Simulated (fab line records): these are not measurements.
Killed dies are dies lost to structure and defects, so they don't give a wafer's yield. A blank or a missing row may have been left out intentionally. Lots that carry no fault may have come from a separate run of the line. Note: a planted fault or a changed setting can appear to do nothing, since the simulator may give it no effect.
A struck lot beside a sound one | flow rit cmos | 15 out of 202 route steps
Sound: wafers L752.1, L752.3, L752.6. Struck: wafers L760.1, L760.4, L760.6. Last of all comes the cause.
Order at every step that has rows: each side's tool, ch and its chambers, its first start. Under that, the readings that differ: sound wafers | struck wafers | difference of the means | sigmas: that difference in standard deviations of wafers without a fault.
alike: words and numbers the same on both sides, and readings whose means are apart by under 2 such deviations; not compared: readings that were withheld, readings missing a value for some wafer, numbers with overlapping values and no deviation given by the record, and bounds like >300 which may hide the same value.
Wherever a step has rows on one side only, a row that says differs or no value, or a row with sigmas, the two part there. Numbers that have no deviation but don't overlap get no sigmas and don't part them. A reading missing from all wafers of one side parts the sides only when that side holds two or more wafers.

first, 1 step without rows for these wafers: RIT_NLDD_IMPLANT_08.
RIT_NLDD_STRIP_09: strips in O2, time 180 s.
  sound on plasma asher-02 ch 0, day 4 03:58; struck on plasma asher-04 ch 0,1, day 5 18:43
  alike: drypump motor current A, o2 flow sccm
  not compared: rf hours counter h
RIT_NLDD_TW_MEAS_10:
  sound on film metro-02 at day 4 04:09; struck on film metro-02 at day 5 18:54
  alike: NLDD_TW
then, 6 steps without rows for these wafers: RIT_PLDD_HMDS_00 (prime time 60 s); RIT_PLDD_COAT_01 (resist thk 1000 nm); RIT_PLDD_SOFTBAKE_02 (time 60 s); RIT_PLDD_EXPOSE_03 (exposes mask M8, target cd 40900 nm); RIT_PLDD_PEB_04; RIT_PLDD_DEVELOP_05 (develop time 50 s).
RIT_PLDD_OVL_MEAS_06:
  sound on overlay-02 at day 4 05:11; struck on overlay-01 at day 5 19:50
  alike: PLDD_OVL
then, 2 steps without rows for these wafers: RIT_PLDD_HARDBAKE_07 (time 60 s); RIT_PLDD_IMPLANT_08.
RIT_PLDD_STRIP_09: strips in O2, time 180 s.
  sound on plasma asher-01 ch 0,1, day 4 05:31; struck on plasma asher-01 ch 0,1, day 5 20:13
  reading             | sound          | struck         | difference | sigmas
  o2 flow sccm (sccm) | 3991 3990 4009 | 1999 2002 1987 | -2001      | -99 or more
  alike: drypump motor current A
  not compared: rf hours counter h
RIT_PLDD_TW_MEAS_10:
  sound on film metro-01 at day 4 05:42; struck on film metro-01 at day 5 20:23
  alike: PLDD_TW
RIT_M1_PROBE_99:
  sound wafers here have rows in the record (prober-01, day 4 19:07); struck ones have none

## WHERE THEY PART
Last at RIT_M1_PROBE_99 as far as this record goes, first at RIT_PLDD_STRIP_09.

WHY: the cause the simulator had injected
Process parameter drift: plasma asher-01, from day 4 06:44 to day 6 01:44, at RIT_PLDD_STRIP_09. A move of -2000 in setting o2 flow sccm, from 4000. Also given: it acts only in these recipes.
